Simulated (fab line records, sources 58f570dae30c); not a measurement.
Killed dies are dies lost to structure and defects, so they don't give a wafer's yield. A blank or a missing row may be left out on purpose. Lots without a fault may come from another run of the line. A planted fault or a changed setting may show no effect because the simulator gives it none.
Which tool did it? | flow berkeley_cmos170 | 14 lots, 41 wafers sampled, at 5 steps of a route of 331

WHAT THE GAUGES READ, wafer by wafer
UCB170_NSD_CD_MEAS_06: target cd 1200 nm.
lot  | measured     | on        | cd_nm (nm)
L989 | day 7 15:59  | cd_sem-02 | 1199.4 1199.5 1200.2
L991 | day 7 16:31  | cd_sem-02 | 1199.3 1201.3 1200.3
L992 | day 7 17:06  | cd_sem-01 | 1200.1 1199.4 1199.5
L993 | day 7 20:53  | cd_sem-01 | 1199.1 1199.0 1199.6
L990 | day 7 21:10  | cd_sem-02 | 1198.8 1200.6 1202.5
L996 | day 8 20:01  | cd_sem-02 | 1199.6 1199.3
L995 | day 8 20:36  | cd_sem-02 | 1201.7 1202.0 1202.1
L105 | day 10 19:17 | cd_sem-01 | 1201.2 1200.3 1201.4
L103 | day 10 19:35 | cd_sem-02 | 1200.2 1200.4 1200.8
L106 | day 11 04:53 | cd_sem-01 | 1200.3 1200.4 1199.8
L107 | day 11 05:10 | cd_sem-01 | 1203.0 1201.9 1201.4
L108 | day 11 11:47 | cd_sem-01 | 1201.0 1199.8 1199.1
L109 | day 11 12:02 | cd_sem-02 | 1199.4 1200.1 1199.3
L112 | day 12 15:16 | cd_sem-02 | 1199.9 1199.0 1200.5

UCB170_V1_THK_MEAS_01.
lot  | measured     | on            | V1_TEOS_THK (nm)
L989 | day 8 02:33  | film_metro-02 | 1995 1991 1984
L991 | day 8 03:53  | film_metro-02 | 2014 2041 2039
L992 | day 8 05:12  | film_metro-04 | 2013 2031 2065
L993 | day 8 08:41  | film_metro-01 | 1493 2019 1503 1491 2017 1505
L990 | day 8 07:17  | film_metro-02 | 1989 2022 2042
L996 | day 9 06:55  | film_metro-01 | 1486 1493 1487 1493
L995 | day 9 08:14  | film_metro-04 | 1970 2019 2018
L105 | day 11 06:23 | film_metro-01 | 1975 1992 2011
L103 | day 11 09:26 | film_metro-04 | 2002 2003 2017
L106 | day 11 15:49 | film_metro-04 | 1962 2020 2001
L107 | day 11 17:04 | film_metro-04 | 1998 1992 1998
L108 | day 11 22:43 | film_metro-01 | 2011 1994 2016
L109 | day 12 00:02 | film_metro-04 | 1976 1972 2004
L112 | day 13 02:45 | film_metro-02 | 1971 2000 2037

UCB170_M2_THK_MEAS_03: measures by xrf.
lot  | measured     | on            | M2_AL_THK (nm)
L989 | day 8 05:04  | film_metro-01 | 907 900 901
L991 | day 8 07:10  | film_metro-04 | 922 913 911
L992 | day 8 08:25  | film_metro-01 | 911 920 916
L993 | day 8 18:52  | film_metro-04 | 898 907 904
L990 | day 8 10:35  | film_metro-03 | 922 920 916
L996 | day 9 12:41  | film_metro-03 | 923 912
L995 | day 9 12:20  | film_metro-03 | 905 903 898
L105 | day 11 08:58 | film_metro-04 | 912 908 910
L103 | day 11 12:56 | film_metro-04 | 904 911 908
L106 | day 11 18:25 | film_metro-01 | 918 914 916
L107 | day 11 19:27 | film_metro-03 | 918 922 922
L108 | day 12 03:17 | film_metro-04 | 914 911 909
L109 | day 12 03:33 | film_metro-04 | 896 902 898
L112 | day 13 05:16 | film_metro-01 | 914 922 915

WHICH TOOL RAN EACH LOT (tool, then ch and the chambers of the sampled wafers, then the start)
lot  | UCB170_NSD_STRIP_09                  | UCB170_V1_CVD_00
L989 | plasma_asher-01 ch 0,1, day 7 16:17  | pecvd-02 ch 0,2, day 8 02:23
L991 | plasma_asher-02 ch 0,1, day 7 16:47  | pecvd-03 ch 0,2, day 8 03:43
L992 | plasma_asher-01 ch 0,1, day 7 17:25  | pecvd-03 ch 0,1,2, day 8 05:02
L993 | plasma_asher-04 ch 0,1, day 7 21:12  | pecvd-03 ch 0,1, day 8 08:27
L990 | plasma_asher-02 ch 0,1, day 7 21:28  | pecvd-01 ch 0,1,2, day 8 07:07
L996 | plasma_asher-02 ch 0,1, day 8 20:18  | pecvd-03 ch 0, day 9 06:44
L995 | plasma_asher-01 ch 0,1, day 8 20:53  | pecvd-01 ch 0,2, day 9 08:05
L105 | plasma_asher-04 ch 0,1, day 10 19:34 | pecvd-02 ch 0,1, day 11 06:12
L103 | plasma_asher-04 ch 0,1, day 10 19:53 | pecvd-02 ch 0, day 11 09:11
L106 | plasma_asher-01 ch 0,1, day 11 05:12 | pecvd-02 ch 0, day 11 15:35
L107 | plasma_asher-02 ch 0,1, day 11 05:28 | pecvd-03 ch 0,1,2, day 11 16:55
L108 | plasma_asher-01 ch 1, day 11 12:04   | pecvd-03 ch 0,1, day 11 22:33
L109 | plasma_asher-04 ch 0,1, day 11 12:20 | pecvd-02 ch 0,1,2, day 11 23:53
L112 | plasma_asher-04 ch 0,1, day 12 15:33 | pecvd-01 ch 0,1,2, day 13 02:35
- UCB170_NSD_STRIP_09: strips in O2.
- UCB170_V1_CVD_00: deposits SiO2 from TEOS/O2, target thk 2000 nm, time 250 s.

WHAT THE TOOLS THEMSELVES READ (means of the sampled wafers that have a number; where no wafer has one, the mark that the record gives instead)
UCB170_NSD_STRIP_09.
lot  | tool            | drypump_motor_current_A (A) | oes_product_au (a.u.) | strip_time_to_endpoint_s (s)
L989 | plasma_asher-01 | 5.4                         | 0.539                 | 35.64
L991 | plasma_asher-02 | 5.6                         | 0.536                 | 35.64
L992 | plasma_asher-01 | 5.6                         | 0.535                 | 35.60
L993 | plasma_asher-04 | 5.5                         | 0.536                 | 35.64
L990 | plasma_asher-02 | 5.6                         | 0.534                 | 35.58
L996 | plasma_asher-02 | 5.6                         | 0.532                 | 35.72
L995 | plasma_asher-01 | 5.6                         | 0.528                 | 35.61
L105 | plasma_asher-04 | 5.7                         | 0.537                 | 35.58
L103 | plasma_asher-04 | 5.7                         | 0.538                 | 35.64
L106 | plasma_asher-01 | 5.6                         | 0.535                 | 35.55
L107 | plasma_asher-02 | 5.5                         | 0.536                 | 35.65
L108 | plasma_asher-01 | 5.2                         | 0.536                 | 35.57
L109 | plasma_asher-04 | 5.8                         | 0.536                 | 35.58
L112 | plasma_asher-04 | 5.5                         | 0.533                 | 35.61

UCB170_V1_CVD_00.
lot  | tool     | heater_power_w (W)
L989 | pecvd-02 | 284
L991 | pecvd-03 | 208
L992 | pecvd-03 | 230
L993 | pecvd-03 | 214
L990 | pecvd-01 | 246
L996 | pecvd-03 | 246
L995 | pecvd-01 | 253
L105 | pecvd-02 | 249
L103 | pecvd-02 | 200
L106 | pecvd-02 | 198
L107 | pecvd-03 | 230
L108 | pecvd-03 | 221
L109 | pecvd-02 | 272
L112 | pecvd-01 | 271

THE ANSWER, worked out from the rows above alone
Rule: what is usual is taken from the lots themselves. Put in order of their means at a reading, lots are off if they are a third of the lots or fewer, leave a main group of 4 or more, and stand apart from it by a gap of 3 or more times the standard deviation of the main group's means; of several such gaps the widest counts. A main group whose means are all the same, to the digits that the tables above print for the reading, isn't used. A lot without any number at a reading at which 4 lots or more have one is off too. The other lots that the step has rows for count as sound. The gauges are gone through in route order, then the tools' own readings, and for those a lot's mean is taken as printed above. The first step at which some lot is off is used, and at that step the reading that is off furthest; a lot without a number counts as furthest.
Off: L993, L996, at UCB170_V1_THK_MEAS_01 (V1_TEOS_THK). The main group: mean 2005 nm, standard deviation 15.
A tool fits if, at a process step before that reading, it ran every lot that is off, and no sound lot after the first of them. The gauges at UCB170_V1_THK_MEAS_01 are tried like those tools. None of those tried fits.

WHAT THE SIMULATOR HAD PUT IN
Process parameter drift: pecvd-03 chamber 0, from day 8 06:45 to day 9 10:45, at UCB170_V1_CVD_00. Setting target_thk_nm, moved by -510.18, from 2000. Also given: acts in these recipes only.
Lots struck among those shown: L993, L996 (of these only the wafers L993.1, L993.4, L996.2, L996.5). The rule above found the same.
